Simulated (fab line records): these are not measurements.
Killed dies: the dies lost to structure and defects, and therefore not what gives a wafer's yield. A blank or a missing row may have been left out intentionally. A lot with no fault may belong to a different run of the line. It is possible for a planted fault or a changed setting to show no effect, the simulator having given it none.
Problem report, 8D (eight disciplines) form, completed by code :: flow berkeley cmos170 :: the parts of the form that need people (team, actions taken, sign-off) are left out

1. WHAT IS WRONG
At UCB170_CONTACT_ETCH_17, chamber pressure mTorr averages 44.953 mTorr over 2 wafers from 2 lots, while fault-free wafers read 29.997 mTorr, standard deviation 0.026. So: +99 or more standard deviations from the usual mean.
The step: etches BARC in N2/H2.
Earliest sighting: wafer L160.5 on rie diel-01 at day 10 12:43. The record has a number at this step for 42 wafers belonging to 14 lots. By rule, "out" or "out of limits" means more than 4 standard deviations away from the usual mean. All remaining wafers that have a number are taken as sound.

2. WHAT IT IS; WHAT IT IS NOT
question: which readings at this step
is: chamber pressure mTorr
is not: drypump motor current A, throttle valve pct

question: which lots
is: L160, L165
is not: L148, L150, L151, L152, L154, L155, L156, L159, L161, L167, L168, L170

question: which wafers of those lots
is: L160.5, L165.3
is not: L160.2, L160.4, L165.4, L165.6

question: read on which tools
is: rie diel-01
is not: rie diel-02, rie diel-04

question: when
is: from day 10 12:43
is not: up to then (29 sound wafers); but 11 sound wafers of L165, L167, L168, L170 came after

3. SUSPECTS, AND WHAT RULES EACH OUT
Counting: a tool at a process step up to the reading stays a suspect if it ran every lot that is out. Sound lots after the first of them don't rule it out here, since some wafers of a struck lot are sound.
- rie diel-01 at UCB170_CONTACT_ETCH_17 (etches BARC in N2/H2): kept. It ran every lot that is out, first L160 (day 10 12:43); its last sound lot up to then is L159 (day 9 16:52). On those wafers its own readings are out: chamber pressure mTorr.
- Within rie diel-01 at UCB170_CONTACT_ETCH_17: the wafers that are out ran in chamber 3; their sound lot-mates ran in chambers 0, 2.
Left after counting: rie diel-01 at UCB170_CONTACT_ETCH_17.

4. THE CAUSE (what the simulator had put in)
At UCB170_CONTACT_ETCH_17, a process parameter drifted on rie diel-01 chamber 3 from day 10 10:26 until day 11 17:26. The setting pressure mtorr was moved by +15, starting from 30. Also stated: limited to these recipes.
This tool alone remained once counting was done.

5. SEQUENCE OF EFFECTS, ordered by route
Rows list readings where the struck wafers' mean (over those with a number) sits beyond 3 standard deviations from the usual. Scope: only readings with a usual standard deviation given in the record; hours: median across lots of the time from each lot's start at the first step in this table that gives one to its start at this step; sigmas: change in usual standard deviations.
hours: 0
step: UCB170_CONTACT_ETCH_17
reading: chamber pressure mTorr
usual: 29.997 mTorr
on struck wafers: 44.953
change: +14.956
sigmas: +99 or more
It contains these process steps:
- UCB170_CONTACT_ETCH_17: etches BARC in N2/H2.

6. WHAT WOULD HAVE CAUGHT IT SOONER
The fault began at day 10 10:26; the first out-of-limits reading in this record came at day 10 12:43, 2 hours later.
